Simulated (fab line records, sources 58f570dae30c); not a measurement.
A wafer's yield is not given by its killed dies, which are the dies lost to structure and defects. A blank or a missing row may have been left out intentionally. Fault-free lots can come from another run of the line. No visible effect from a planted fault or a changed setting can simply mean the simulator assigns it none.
2 desks looking at one fault + flow berkeleyCmos170 + every desk sees just its own numbers, and what lay behind them comes last

## DESK OF THE TOOL OWNER: cmp-01
The tool's own readings at UCB170_V1_CMP_02 (polishes SiO2): means of the sampled wafers that have a number, for each lot that ran on this tool. A lot is out of limits, marked OUT, if its mean lies more than 4 standard deviations from the usual mean; the brackets give that distance.
Columns: A = motorCurrentA at UCB170_V1_CMP_02, usual 16.8 A; B = platenRpm at UCB170_V1_CMP_02, usual 59.99 rpm; C = retainingRingPressureFrac at UCB170_V1_CMP_02, usual 1.001
| lot  | first seen here | A    | B                       | C     |
|------|-----------------|------|-------------------------|-------|
| L737 | day 8 07:49     | 15.9 | 59.99                   | 1.011 |
| L739 | day 8 20:21     | 16.0 | 59.97                   | 1.001 |
| L742 | day 9 06:07     | 15.8 | 60.00                   | 1.001 |
| L746 | day 10 06:18    | 15.8 | 60.02                   | 0.999 |
| L747 | day 10 15:17    | 15.5 | 59.98                   | 0.996 |
| L751 | day 11 07:53    | 16.4 | 44.99 (-99 or more) OUT | 1.000 |
| L753 | day 12 01:52    | 16.3 | 44.99 (-99 or more) OUT | 0.999 |
This desk finds L751, L753 out of limits, L751 being first, at day 11 07:53 (platenRpm at UCB170_V1_CMP_02). Within limits: L737, L739, L742, L746, L747.

## AT THE METROLOGY DESK
What the gauges read, lot by lot, whatever tool the lot ran on: means of the sampled wafers that have a number. A lot is out of limits, marked OUT, if its mean lies more than 4 standard deviations from the usual mean; the brackets give that distance.
Columns: A = cdNm at UCB170_CONTACT_CD_MEAS_15, usual 699.8 nm; B = cdNm at UCB170_CONTACT_CD_MEAS_90, usual 699.8 nm; C = M1_AL_THK at UCB170_M1_THK_MEAS_02, usual 591 nm
| lot  | first seen here | A     | B     | C   |
|------|-----------------|-------|-------|-----|
| L738 | day 8 02:58     | 698.3 | 698.4 | 586 |
| L737 | day 8 03:15     | 702.1 | 701.9 | 586 |
| L739 | day 8 15:31     | 702.2 | 701.9 | 590 |
| L742 | day 9 02:08     | 698.8 | 698.9 | 596 |
| L741 | day 9 02:22     | 698.3 | 698.8 | 585 |
| L745 | day 10 00:25    | 702.3 | 701.6 | 583 |
| L746 | day 10 00:40    | 702.4 | 702.2 | 599 |
| L744 | day 10 02:32    | 701.9 | 701.5 | 581 |
| L748 | day 10 09:24    | 702.1 | 701.5 | 608 |
| L747 | day 10 11:08    | 700.1 | 700.2 | 591 |
| L751 | day 11 02:23    | 698.7 | 699.0 | 587 |
| L753 | day 11 21:50    | 697.8 | 697.8 | 599 |
| L758 | day 12 22:25    | 698.6 | 698.4 | 597 |
| L760 | day 13 04:42    | 698.8 | 699.1 | 587 |
Finding of this desk: none of the 14 lots has anything out of limits.

## BROUGHT TOGETHER
At day 11 07:53, on L751, L753, the tool owner's desk was in a position to raise an alarm.
Nothing out of limits was seen by the metrology desk.
The metrology desk has L751, L753 on record, within its limits.
All the named lots went through UCB170_V1_CMP_02 on cmp-01.

## WHAT WAS PUT IN BY THE SIMULATOR
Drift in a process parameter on cmp-01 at UCB170_V1_CMP_02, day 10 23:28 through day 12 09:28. Setting platenRpm, moved by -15, from 60. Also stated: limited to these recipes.
Shown lots that were struck: L751, L753.
Hours from the fault's start to each desk's first reading out of limits: the tool owner's desk, 8.
